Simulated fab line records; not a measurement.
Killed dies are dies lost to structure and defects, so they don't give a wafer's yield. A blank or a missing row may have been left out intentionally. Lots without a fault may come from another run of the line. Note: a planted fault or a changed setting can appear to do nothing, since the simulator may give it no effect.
fab line records | flow rit_cmos
record: lots: 15 | wafers: 45 | last_day: 7
route steps=202 shown CONTACT@182 M1@202
lots that met no fault: taken from a fault-free run of the same line
start_h: hours from the record's opening day to when the first of the lot's shown wafers began | wait_h: how many hours have passed since the lot's step before this one | " repeats the value in the row above | L1.1+2: a single row standing in for several wafers | - no value, or no start given | * or withheld: withheld | < > ~ a bound
route shown NAME@n: a module of which the file shows steps, and the number in the route of the first | usual: mean and standard deviation over wafers with no fault | same: alike in all rows | chamber/n: place in a boat | sites: per-site readings | _std_site: the values' standard deviation | _edge_site: the outer-site mean with the inner-site mean subtracted | radius_mm: how far each site lies from the wafer's centre | mask NAME#n: copy n | behind: the tool/chamber that last shaped the wafer | hold: what put the lot on hold/how long, in hours/how the hold closed | device: the n, p or np transistor that did not switch | end of line: the tests these same wafers got at the end of their route | for a step that has no rows: nothing shown but its recipe | killed: count of dies lost to structure and defects at first sort (not the wafer's yield) | map: per-die view of a wafer (x killed, . not killed, _ where there is no die)
set.NAME: the setting that was run; set.NAME@STEP: the one run at that earlier step | model.NAME: the simulator's own value behind a step, which no gauge read
the route's steps for a sample of lots (tables are steps, rows are wafers)
== steps ==
step: RIT_CONTACT_CLEAN_13
recipe: chemistry: SC1 | mix: 3:3:50 | time_s: 600 | temp_c: 75
usual: bath_guard_temp_C: 75.1/0.58 | bath_heat_duty_pct: 15.0/1.2
lot.wafer | tool         | chamber | start_h | wait_h | bath_guard_temp_C | bath_heat_duty_pct
L240.1    | wet_bench-02 | 3       | 63.17   | 0.1    | 75.2              | 14.2
L240.3    | "            | 3       | "       | "      | 75.6              | 16.8
L240.6    | "            | 3       | "       | "      | 75.2              | 14.8
L241.1    | wet_bench-03 | 2       | 69.35   | 0.1    | 74.8              | 15.0
L241.3    | "            | 2       | "       | "      | 74.8              | 15.4
L241.6    | "            | 2       | "       | "      | 74.5              | 14.8
L242.2    | wet_bench-03 | 1       | 70.69   | 0.1    | 75.7              | 12.1
L242.5    | "            | 1       | "       | "      | 75.6              | 14.0
L242.6    | "            | 1       | "       | "      | 75.4              | 12.4
L244.1    | wet_bench-01 | 3       | 76.75   | 0.1    | 75.8              | 16.6
L244.5    | "            | 3       | "       | "      | 75.5              | 16.9
L244.6    | "            | 3       | "       | "      | 75.7              | 16.1
L246.1    | wet_bench-01 | 0       | 87.15   | 0.1    | 75.4              | 13.3
L246.3    | "            | 0       | "       | "      | 75.6              | 13.6
L246.5    | "            | 0       | "       | "      | 75.8              | 14.0
L247.4    | wet_bench-03 | 0       | 93.51   | 0.0    | 75.3              | 15.3
L247.5    | "            | 0       | "       | "      | 75.5              | 16.5
L247.6    | "            | 0       | "       | "      | 75.2              | 14.5
L251.3    | wet_bench-01 | 2       | 118.55  | 0.1    | -                 | -
L251.4    | "            | 2       | "       | "      | -                 | -
L251.5    | "            | 2       | "       | "      | -                 | -
L252.1    | wet_bench-02 | 0       | 121.08  | 0.1    | -                 | -
L252.2    | "            | 0       | "       | "      | -                 | -
L252.5    | "            | 0       | "       | "      | -                 | -
L253.1    | wet_bench-03 | 2       | 122.55  | 0.1    | -                 | -
L253.2    | "            | 2       | "       | "      | -                 | -
L253.4    | "            | 2       | "       | "      | -                 | -
L258.2    | wet_bench-01 | 2       | 147.37  | 0.1    | 74.2              | 17.0
L258.5    | "            | 2       | "       | "      | 73.8              | 17.1
L258.6    | "            | 2       | "       | "      | 74.2              | 15.8
L259.1    | wet_bench-01 | 3       | 150.31  | 0.1    | 75.6              | 14.7
L259.2    | "            | 3       | "       | "      | 76.0              | 15.3
L259.4    | "            | 3       | "       | "      | 75.8              | 16.7
L260.3    | wet_bench-03 | 2       | 154.20  | 0.1    | 75.0              | 13.9
L260.4    | "            | 2       | "       | "      | 74.6              | 13.4
L260.6    | "            | 2       | "       | "      | 74.7              | 14.0
L261.2    | wet_bench-02 | 1       | 159.67  | 0.1    | 74.4              | 15.7
L261.3    | "            | 1       | "       | "      | 74.5              | 16.0
L261.4    | "            | 1       | "       | "      | 74.6              | 16.1
L262.2    | wet_bench-02 | 3       | 168.83  | 0.1    | 75.2              | 16.1
L262.5    | "            | 3       | "       | "      | 75.5              | 15.2
L262.6    | "            | 3       | "       | "      | 75.2              | 14.4
L263.1    | wet_bench-01 | 3       | 174.23  | 0.1    | 75.7              | 15.9
L263.4    | "            | 3       | "       | "      | 76.0              | 15.0
L263.6    | "            | 3       | "       | "      | 75.5              | 15.5
step: RIT_M1_PROBE_99
usual: killed_at_contacts: 0.1/0.27 | killed_at_front_end: 7/3.3 | killed_dies: 7/3.3 | killed_on_rim: 2.0/1.5 | killed_open: 3.5/2 | killed_short: 3.8/2.2
same: gross_dies: 264 | killed_at_M0_to_M3: 0 | killed_at_M4_up: 0 | killed_at_back_side: 0 | killed_at_other: 0
lot.wafer | tool      | chamber | start_h | wait_h | killed_at_contacts | killed_at_front_end | killed_dies | killed_on_rim | killed_open | killed_short
L240.1    | prober-01 | -       | 67.89   | 0.1    | 0                  | 1                   | 1           | 0             | 0           | 1
L240.3    | prober-01 | -       | 67.99   | 0.2    | 0                  | 3                   | 3           | 0             | 1           | 2
L240.6    | prober-01 | -       | 68.14   | 0.2    | 0                  | 6                   | 6           | 0             | 3           | 3
L241.1    | prober-01 | -       | 74.04   | 0.1    | 0                  | 9                   | 9           | 3             | 5           | 4
L241.3    | prober-01 | -       | 74.14   | 0.2    | 0                  | 9                   | 9           | 3             | 2           | 6
L241.6    | prober-01 | -       | 74.29   | 0.2    | 0                  | 5                   | 5           | 0             | 3           | 2
L242.2    | prober-02 | -       | 75.59   | 0.1    | 0                  | 7                   | 7           | 2             | 2           | 5
L242.5    | prober-02 | -       | 75.74   | 0.2    | 0                  | 6                   | 6           | 2             | 3           | 3
L242.6    | prober-02 | -       | 75.79   | 0.2    | 0                  | 7                   | 7           | 2             | 3           | 4
L244.1    | prober-02 | -       | 81.27   | 0.1    | 0                  | 8                   | 8           | 0             | 4           | 4
L244.5    | prober-02 | -       | 81.47   | 0.2    | 0                  | 6                   | 6           | 4             | 4           | 2
L244.6    | prober-02 | -       | 81.52   | 0.2    | 0                  | 8                   | 8           | 2             | 6           | 1
L246.1    | prober-02 | -       | 91.67   | 0.1    | 0                  | 6                   | 6           | 0             | 3           | 3
L246.3    | prober-02 | -       | 91.77   | 0.2    | 0                  | 9                   | 9           | 0             | 4           | 5
L246.5    | prober-02 | -       | 91.87   | 0.2    | 0                  | 7                   | 7           | 2             | 2           | 5
L247.4    | prober-01 | -       | 98.03   | 0.2    | 0                  | 5                   | 5           | 1             | 3           | 2
L247.5    | prober-01 | -       | 98.08   | 0.2    | 0                  | 6                   | 6           | 2             | 4           | 2
L247.6    | prober-01 | -       | 98.13   | 0.2    | 0                  | 5                   | 5           | 1             | 2           | 3
L251.3    | prober-01 | -       | 123.10  | 0.2    | 0                  | 13                  | 13          | 2             | 6           | 7
L251.4    | prober-01 | -       | 123.15  | 0.2    | 0                  | 4                   | 4           | 1             | 3           | 1
L251.5    | prober-01 | -       | 123.20  | 0.2    | 0                  | 11                  | 11          | 3             | 4           | 7
L252.1    | prober-02 | -       | 125.57  | 0.1    | 0                  | 12                  | 12          | 3             | 5           | 7
L252.2    | prober-02 | -       | 125.62  | 0.1    | 0                  | 9                   | 9           | 6             | 5           | 4
L252.5    | prober-02 | -       | 125.77  | 0.2    | 0                  | 5                   | 5           | 2             | 4           | 1
L253.1    | prober-01 | -       | 127.07  | 0.1    | 0                  | 8                   | 8           | 2             | 4           | 4
L253.2    | prober-01 | -       | 127.12  | 0.1    | 0                  | 5                   | 5           | 0             | 3           | 2
L253.4    | prober-01 | -       | 127.22  | 0.2    | 0                  | 5                   | 5           | 0             | 2           | 3
L258.2    | prober-02 | -       | 152.01  | 0.1    | 0                  | 9                   | 9           | 1             | 6           | 3
L258.5    | prober-02 | -       | 152.16  | 0.2    | 0                  | 12                  | 12          | 3             | 2           | 10
L258.6    | prober-02 | -       | 152.21  | 0.2    | 0                  | 14                  | 14          | 5             | 5           | 9
L259.1    | prober-01 | -       | 154.67  | 0.1    | 0                  | 6                   | 6           | 3             | 3           | 3
L259.2    | prober-01 | -       | 154.72  | 0.1    | 0                  | 4                   | 4           | 2             | 4           | 0
L259.4    | prober-01 | -       | 154.82  | 0.2    | 0                  | 5                   | 5           | 1             | 3           | 2
L260.3    | prober-02 | -       | 158.68  | 0.2    | 0                  | 8                   | 8           | 2             | 3           | 5
L260.4    | prober-02 | -       | 158.73  | 0.2    | 0                  | 9                   | 9           | 4             | 3           | 6
L260.6    | prober-02 | -       | 158.83  | 0.2    | 0                  | 3                   | 3           | 0             | 2           | 1
L261.2    | prober-01 | -       | 164.22  | 0.1    | 1                  | 6                   | 7           | 1             | 2           | 5
L261.3    | prober-01 | -       | 164.27  | 0.2    | 0                  | 7                   | 7           | 1             | 6           | 1
L261.4    | prober-01 | -       | 164.32  | 0.2    | 0                  | 5                   | 5           | 0             | 2           | 3
L262.2    | prober-02 | -       | 173.40  | 0.1    | 0                  | 3                   | 3           | 0             | 1           | 2
L262.5    | prober-02 | -       | 173.55  | 0.2    | 0                  | 8                   | 8           | 3             | 2           | 6
L262.6    | prober-02 | -       | 173.60  | 0.2    | 0                  | 7                   | 7           | 2             | 3           | 4
L263.1    | prober-01 | -       | 178.72  | 0.1    | 0                  | 5                   | 5           | 0             | 3           | 2
L263.4    | prober-01 | -       | 178.87  | 0.2    | 0                  | 3                   | 3           | 1             | 2           | 1
L263.6    | prober-01 | -       | 178.97  | 0.2    | 0                  | 7                   | 7           | 5             | 5           | 2
killed by level:class
L240.1 SPACER:geometric_particle:short=1
L240.3 FOX2:geometric_particle:short=1 SPACER:geometric_particle:short=1 SILICIDE:geometric_particle:open=1
L240.6 FOX1:geometric_particle:open=2 FOX2:geometric_particle:short=2 FOX2:geometric_particle:open=1 SILICIDE:geometric_particle:short=1
L241.1 GATE:geometric_particle:short=2 REOX:geometric_particle:short=2 REOX:geometric_particle:open=2 SILICIDE:geometric_particle:open=2 GATE:geometric_particle:open=1
L241.3 SPACER:geometric_particle:short=3 GATE:geometric_particle:short=2 FOX2:geometric_particle:short=1 GATE:geometric_particle:open=1 REOX:geometric_particle:open=1 GATE:coat_microbubble_printed=1
L241.6 GATE:geometric_particle:open=2 GATE:geometric_particle:short=2 FOX2:geometric_particle:open=1
L242.2 GATE:geometric_particle:short=2 SPACER:geometric_particle:open=2 SPACER:geometric_particle:short=2 SILICIDE:geometric_particle:short=1
L242.5 GATE:geometric_particle:short=2 SPACER:geometric_particle:open=2 FOX1:geometric_particle:short=1 GATE:geometric_particle:open=1
L242.6 GATE:geometric_particle:open=2 GATE:geometric_particle:short=2 SILICIDE:geometric_particle:short=2 SILICIDE:geometric_particle:open=1
L244.1 SPACER:geometric_particle:open=2 SILICIDE:geometric_particle:short=2 FOX1:geometric_particle:open=1 GATE:geometric_particle:short=1 SPACER:geometric_particle:short=1 SILICIDE:geometric_particle:open=1
L244.5 REOX:geometric_particle:open=3 FOX1:geometric_particle:open=1 GATE:geometric_particle:short=1 REOX:geometric_particle:short=1
L244.6 REOX:geometric_particle:open=4 FOX1:geometric_particle:open=2 GATE:geometric_particle:short=1 NRETRO:coat_microbubble_printed=1
L246.1 GATE:geometric_particle:open=2 GATE:geometric_particle:short=2 FOX2:geometric_particle:short=1 SILICIDE:geometric_particle:open=1
L246.3 GATE:geometric_particle:open=3 REOX:geometric_particle:short=2 GATE:geometric_particle:short=1 SPACER:geometric_particle:short=1 SILICIDE:geometric_particle:short=1 SILICIDE:geometric_particle:open=1
L246.5 GATE:geometric_particle:short=5 GATE:geometric_particle:open=2
L247.4 GATE:geometric_particle:open=3 GATE:geometric_particle:short=1 SPACER:geometric_particle:short=1
L247.5 SILICIDE:geometric_particle:open=2 FOX1:geometric_particle:open=1 FOX2:geometric_particle:open=1 GATE:geometric_particle:short=1 REOX:geometric_particle:short=1
L247.6 GATE:geometric_particle:open=2 SILICIDE:geometric_particle:short=2 SPACER:geometric_particle:short=1
L251.3 FOX1:geometric_particle:short=3 SILICIDE:geometric_particle:open=3 SPACER:geometric_particle:short=2 FOX1:geometric_particle:open=1 FOX2:geometric_particle:short=1 GATE:geometric_particle:short=1 GATE:geometric_particle:open=1 REOX:geometric_particle:open=1
L251.4 REOX:geometric_particle:open=2 FOX1:geometric_particle:open=1 SPACER:geometric_particle:short=1
L251.5 GATE:geometric_particle:short=3 FOX2:geometric_particle:short=2 GATE:geometric_particle:open=2 FOX1:geometric_particle:open=1 FOX1:geometric_particle:short=1 REOX:geometric_particle:short=1 SILICIDE:geometric_particle:open=1
L252.1 FOX1:geometric_particle:short=3 GATE:geometric_particle:short=2 REOX:geometric_particle:short=2 FOX1:geometric_particle:open=1 GATE:geometric_particle:open=1 REOX:geometric_particle:open=1 SPACER:geometric_particle:open=1 SILICIDE:geometric_particle:open=1
L252.2 GATE:geometric_particle:open=3 GATE:geometric_particle:short=3 FOX1:geometric_particle:open=1 FOX2:geometric_particle:open=1 REOX:geometric_particle:short=1
L252.5 GATE:geometric_particle:open=3 GATE:geometric_particle:short=1 SILICIDE:geometric_particle:open=1
L253.1 SILICIDE:geometric_particle:open=3 SPACER:geometric_particle:short=2 GATE:geometric_particle:open=1 REOX:geometric_particle:short=1 SILICIDE:geometric_particle:short=1
L253.2 SPACER:geometric_particle:open=2 GATE:geometric_particle:open=1 GATE:geometric_particle:short=1 REOX:geometric_particle:short=1
L253.4 GATE:geometric_particle:short=2 SPACER:geometric_particle:open=1 SILICIDE:geometric_particle:open=1 SILICIDE:geometric_particle:short=1
L258.2 GATE:geometric_particle:short=3 FOX1:geometric_particle:open=2 GATE:geometric_particle:open=2 REOX:geometric_particle:open=1 SPACER:geometric_particle:open=1
L258.5 GATE:geometric_particle:short=4 FOX1:geometric_particle:short=3 FOX2:geometric_particle:short=2 FOX2:geometric_particle:open=1 SPACER:geometric_particle:open=1 SILICIDE:geometric_particle:short=1
L258.6 FOX1:geometric_particle:short=3 FOX2:geometric_particle:open=2 GATE:geometric_particle:short=2 GATE:geometric_particle:open=2 FOX2:geometric_particle:short=1 REOX:geometric_particle:short=1 SPACER:geometric_particle:short=1 SPACER:geometric_particle:open=1
L259.1 SPACER:geometric_particle:short=2 FOX1:geometric_particle:open=1 GATE:geometric_particle:short=1 SPACER:geometric_particle:open=1 SILICIDE:geometric_particle:open=1
L259.2 GATE:geometric_particle:open=3 FOX2:geometric_particle:open=1
L259.4 GATE:geometric_particle:open=2 FOX1:geometric_particle:open=1 REOX:geometric_particle:short=1 SPACER:geometric_particle:short=1
L260.3 REOX:geometric_particle:short=2 FOX2:geometric_particle:open=1 GATE:geometric_particle:open=1 GATE:geometric_particle:short=1 SPACER:geometric_particle:open=1 SPACER:geometric_particle:short=1 SILICIDE:geometric_particle:short=1
L260.4 FOX2:geometric_particle:short=2 GATE:geometric_particle:short=2 FOX2:geometric_particle:open=1 GATE:geometric_particle:open=1 REOX:geometric_particle:open=1 REOX:geometric_particle:short=1 SPACER:geometric_particle:short=1
L260.6 FOX2:geometric_particle:open=2 REOX:geometric_particle:short=1
L261.2 REOX:geometric_particle:short=2 ACTIVE:geometric_particle:short=1 FOX1:geometric_particle:short=1 FOX1:geometric_particle:open=1 SILICIDE:geometric_particle:short=1 CONTACT:geometric_particle:open=1
L261.3 SILICIDE:geometric_particle:open=2 ACTIVE:geometric_particle:open=1 FOX1:geometric_particle:short=1 FOX1:geometric_particle:open=1 FOX2:geometric_particle:open=1 GATE:geometric_particle:open=1
L261.4 FOX1:geometric_particle:short=2 SILICIDE:geometric_particle:open=2 GATE:geometric_particle:short=1
L262.2 GATE:geometric_particle:short=2 GATE:geometric_particle:open=1
L262.5 GATE:geometric_particle:short=4 GATE:geometric_particle:open=2 FOX1:geometric_particle:short=1 SILICIDE:geometric_particle:short=1
L262.6 FOX2:geometric_particle:short=2 GATE:geometric_particle:open=2 FOX1:geometric_particle:open=1 GATE:geometric_particle:short=1 REOX:geometric_particle:short=1
L263.1 FOX1:geometric_particle:open=1 FOX2:geometric_particle:short=1 FOX2:geometric_particle:open=1 GATE:geometric_particle:short=1 GATE:geometric_particle:open=1
L263.4 FOX1:geometric_particle:open=1 GATE:geometric_particle:short=1 SILICIDE:geometric_particle:open=1
L263.6 FOX2:geometric_particle:open=2 GATE:geometric_particle:open=2 GATE:geometric_particle:short=2 SILICIDE:geometric_particle:open=1
== key ==
first_sign: step: RIT_CONTACT_CLEAN_13 | reading: tool_record | direction: missing
effect none on later readings
met_at RIT_CONTACT_CLEAN_13
struck_lots L251,L252,L253
tester_left_out L251,L252,L253
onset_between 93.51 118.55
fault: kind: skipped_step_whole | tool: wet_bench-01,wet_bench-02,wet_bench-03 | chamber: - | onset_h: 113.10 | steps: RIT_CONTACT_CLEAN_13 | scope: struck_lots_only
tester_left_out: of these lots the tester's yield and bins aren't shown, on N5 and GAA mostly nor the transistor test; their killed dies are dies lost to structure and defects alone, not to doping, threshold or leakage, so they don't give the yield
